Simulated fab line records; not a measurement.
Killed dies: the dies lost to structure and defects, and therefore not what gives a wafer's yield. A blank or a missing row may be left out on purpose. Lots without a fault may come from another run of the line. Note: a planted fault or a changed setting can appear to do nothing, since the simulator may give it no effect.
Lot-split experiment | flow berkeley cmos170 | 23 wafers read across 5 lots, on a route 331 steps long

== ON THE SPLIT ==
At UCB170_PSD_IMPLANT_08, the setting energy kev was moved away from the recipe's 20 on 4 of the 23 wafers read, by +2.6% to +5.6%. The other wafers ran this setting at the recipe's value.

== FROM SPLIT TO READING: 1 step shown by the file between the two ==
- UCB170_PSD_STRIP_09: strips in O2

== THE READING ==
PSD_TW, at UCB170_PSD_TW_MEAS_10. On this fab line, fault-free wafers typically give 2331 with a standard deviation of 9.2.

wafer  | tool, chamber at the split | energy kev as run | against the recipe | PSD_TW | against lot-mates on the recipe
L074.2 | implanter-01, 0            | 21.13             | +5.6%              | 2363   | +38
L074.3 | implanter-01, 0            | 20                | recipe             | 2329   | -
L074.4 | implanter-01, 0            | 20                | recipe             | 2325   | -
L074.5 | implanter-01, 0            | 20                | recipe             | 2321   | -
L074.6 | implanter-01, 0            | 21.13             | +5.6%              | 2356   | +31
L078.2 | implanter-03, 0            | 20                | recipe             | 2323   | -
L078.3 | implanter-03, 0            | 20                | recipe             | 2320   | -
L078.4 | implanter-03, 0            | 20                | recipe             | 2325   | -
L075.1 | implanter-01, 0            | 20                | recipe             | 2348   | -
L075.2 | implanter-01, 0            | 20                | recipe             | 2353   | -
L075.3 | implanter-01, 0            | 20                | recipe             | 2349   | -
L075.4 | implanter-01, 0            | 20                | recipe             | 2356   | -
L075.5 | implanter-01, 0            | 20                | recipe             | 2348   | -
L076.2 | implanter-03, 0            | 20.53             | +2.6%              | 2341   | +14
L076.3 | implanter-03, 0            | 20                | recipe             | 2326   | -
L076.4 | implanter-03, 0            | 20.53             | +2.6%              | 2352   | +25
L076.5 | implanter-03, 0            | 20                | recipe             | 2321   | -
L076.6 | implanter-03, 0            | 20                | recipe             | 2335   | -
L085.1 | implanter-02, 0            | 20                | recipe             | 2324   | -
L085.3 | implanter-02, 0            | 20                | recipe             | 2328   | -
L085.4 | implanter-02, 0            | 20                | recipe             | 2328   | -
L085.5 | implanter-02, 0            | 20                | recipe             | 2328   | -
L085.6 | implanter-02, 0            | 20                | recipe             | 2322   | -

THE FIT
A straight line over all 23 wafers: PSD_TW changes by +4.95 for each +1% of energy kev; r = +0.61; the points scatter about the line by 11.
The same after taking each lot's own level away (the mean of its wafers on the recipe; 23 wafers): +6.28 for each +1%; r = +0.94; scatter 3.9.
Per that fit: largest energy kev move, reading shift of 35.
The lots' own levels span 2322.7 to 2350.8, that is 3.1 times the standard deviation above.
So the lot-to-lot level blurs the effect unless lot-mates are compared.
Check: +34 against its lot-mates is what the line predicts for one of the wafers moved furthest among these (+5.6%) when that wafer is left out of the fit. Against them it came out at +38.

== THE WHOLE CHAIN: every reading that the file lists as answering this split, in the file's order ==
step                  | what it does | reading                                                         | change (the file's fit)               | r (the file's)
UCB170_PSD_IMPLANT_08 |              | implant.rp nm (the simulator's own value, which no gauge read)  | +0.658 nm for each +1% of the setting | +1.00
UCB170_PSD_IMPLANT_08 |              | implant.drp nm (the simulator's own value, which no gauge read) | +0.225 nm for each +1% of the setting | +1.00
UCB170_PSD_STRIP_09   | strips in O2 | strip time to endpoint s                                        | withheld for each +1% of the setting  | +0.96
UCB170_PSD_TW_MEAS_10 |              | PSD_TW                                                          | +6.32 for each +1% of the setting     | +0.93

== THE FILE'S OWN FIT ==
PSD_TW changes by +6.32 for each +1% of energy kev, r = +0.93.
